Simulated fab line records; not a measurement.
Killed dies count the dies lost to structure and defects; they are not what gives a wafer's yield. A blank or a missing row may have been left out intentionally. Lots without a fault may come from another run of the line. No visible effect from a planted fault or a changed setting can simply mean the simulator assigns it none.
One fault through the eyes of 2 desks || flow berkeley_cmos170 || every desk sees just its own numbers, and what lay behind them comes last

## DESK OF THE TOOL OWNER: krf_scanner-01
The tool's own readings at UCB170_M2_EXPOSE_12 (exposes mask METAL2, target cd 700 nm): means of the sampled wafers that have a number, for each lot that ran on this tool. A lot is out of limits, marked OUT, if its mean lies more than 4 standard deviations from the usual mean; the brackets give that distance.
Columns: A = focus_offset_nm at UCB170_M2_EXPOSE_12, usual -0.1 nm
{"lot": "L593", "first seen here": "day 9 11:53", "A": 0.6}
{"lot": "L599", "first seen here": "day 10 12:50", "A": -0.2}
{"lot": "L600", "first seen here": "day 10 13:40", "A": -0.1}
{"lot": "L601", "first seen here": "day 11 01:53", "A": 0.9}
This desk's verdict: no lot among the 4 shows anything out of limits.

## METROLOGY DESK
Means of the sampled wafers that have a number, per lot and without regard to the tool the lot ran on: this is what the gauges read. A lot is out of limits, marked OUT, if its mean lies more than 4 standard deviations from the usual mean; the brackets give that distance.
Columns: A = M2_AL_RS at UCB170_M2_RS_MEAS_02, usual 0.03207 ohm/sq; B = M2_AL_THK at UCB170_M2_THK_MEAS_03, usual 898 nm
{"lot": "L593", "first seen here": "day 9 09:49", "A": 0.03151, "B": 912}
{"lot": "L599", "first seen here": "day 10 10:28", "A": 0.03216, "B": 900}
{"lot": "L600", "first seen here": "day 10 11:17", "A": 0.03191, "B": 910}
{"lot": "L601", "first seen here": "day 11 00:23", "A": 0.03199, "B": 894}
{"lot": "L608", "first seen here": "day 16 06:31", "A": 0.03227, "B": 899}
{"lot": "L611", "first seen here": "day 16 07:13", "A": 0.03175, "B": 906}
{"lot": "L614", "first seen here": "day 16 08:18", "A": 0.03213, "B": 895}
This desk's verdict: no lot among the 7 shows anything out of limits.

## TAKEN TOGETHER
The tool owner's desk saw nothing out of limits.
The metrology desk saw nothing out of limits.

## WHAT THE SIMULATOR PUT IN
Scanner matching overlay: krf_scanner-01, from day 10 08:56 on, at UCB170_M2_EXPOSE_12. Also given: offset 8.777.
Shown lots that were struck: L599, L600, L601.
